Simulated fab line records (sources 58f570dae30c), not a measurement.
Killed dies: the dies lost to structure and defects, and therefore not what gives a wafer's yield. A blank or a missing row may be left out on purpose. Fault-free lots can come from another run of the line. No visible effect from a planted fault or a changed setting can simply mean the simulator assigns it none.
Which of the tools did it? + flow berkeley cmos170 + Sampling: 13 lots, 39 wafers, 2 of 331 route steps

## WHAT THE GAUGES SHOWED, per wafer
UCB170_PSD_TW_MEAS_10. Usual: PSD_TW gives 2320 (standard deviation 24).
| lot  | measured     | on            | PSD_TW         | flag |
|------|--------------|---------------|----------------|------|
| L758 | day 7 22:53  | film metro-01 | 2340 2357 2339 |      |
| L759 | day 7 22:14  | film metro-01 | 2346 2346 2333 |      |
| L761 | day 7 22:30  | film metro-04 | 2288 2289 2287 |      |
| L760 | day 7 22:36  | film metro-03 | 2316 2325 2318 |      |
| L763 | day 8 17:12  | film metro-01 | 2338 2340 2332 |      |
| L762 | day 8 17:05  | film metro-03 | 2331 2337 2333 |      |
| L766 | day 9 15:01  | film metro-01 | 2361 2342 2354 |      |
| L765 | day 9 15:10  | film metro-03 | 2326 2339 2338 |      |
| L770 | day 9 15:19  | film metro-04 | 2288 2283 2287 |      |
| L768 | day 9 15:34  | film metro-03 | 2345 2336 2336 |      |
| L771 | day 11 02:05 | film metro-03 | 2326 2339 2312 |      |
| L780 | day 12 11:58 | film metro-03 | 2345 2317 2323 |      |
| L781 | day 12 22:44 | film metro-01 | 2343 2344 2337 |      |

## EACH LOT AND THE TOOL THAT RAN IT (in order: tool; ch and the chambers of the sampled wafers; start)
| lot  | UCB170_NVT_CLEAN_10             |
|------|---------------------------------|
| L758 | wet bench-01 ch 0, day 6 14:58  |
| L759 | wet bench-01 ch 2, day 6 15:08  |
| L761 | wet bench-01 ch 2, day 6 15:19  |
| L760 | wet bench-01 ch 1, day 6 15:29  |
| L763 | wet bench-01 ch 1, day 7 09:35  |
| L762 | wet bench-03 ch 1, day 7 09:41  |
| L766 | wet bench-01 ch 2, day 8 04:59  |
| L765 | wet bench-01 ch 0, day 8 05:29  |
| L770 | wet bench-03 ch 1, day 8 12:47  |
| L768 | wet bench-03 ch 0, day 8 13:16  |
| L771 | wet bench-02 ch 0, day 9 15:27  |
| L780 | wet bench-02 ch 0, day 11 05:08 |
| L781 | wet bench-03 ch 3, day 11 17:03 |
- UCB170_NVT_CLEAN_10: cleans in SPM, time 600 s.

## WHAT THE TOOLS THEMSELVES READ (means of the sampled wafers that have a number; where no wafer has one, the mark that the record gives instead)
The record holds no such reading with a usual standard deviation.

## THE ANSWER, worked out from the rows above alone
Rule: a lot is off if the mean of its wafers that have a number lies more than 3 standard deviations from the usual mean. Also off: a lot with no number at a reading for which 4 or more lots have one. Any other lot the step has rows for is counted as sound. The gauges are gone through in route order, then the tools' own readings, and for those a lot's mean is taken as printed above. At the first step where some lot is off, the reading lying furthest off is the one used; lots without a number count as furthest.
Across all readings shown, no lot is off: no conclusion can be drawn from this.

## WHAT WAS PUT IN BY THE SIMULATOR
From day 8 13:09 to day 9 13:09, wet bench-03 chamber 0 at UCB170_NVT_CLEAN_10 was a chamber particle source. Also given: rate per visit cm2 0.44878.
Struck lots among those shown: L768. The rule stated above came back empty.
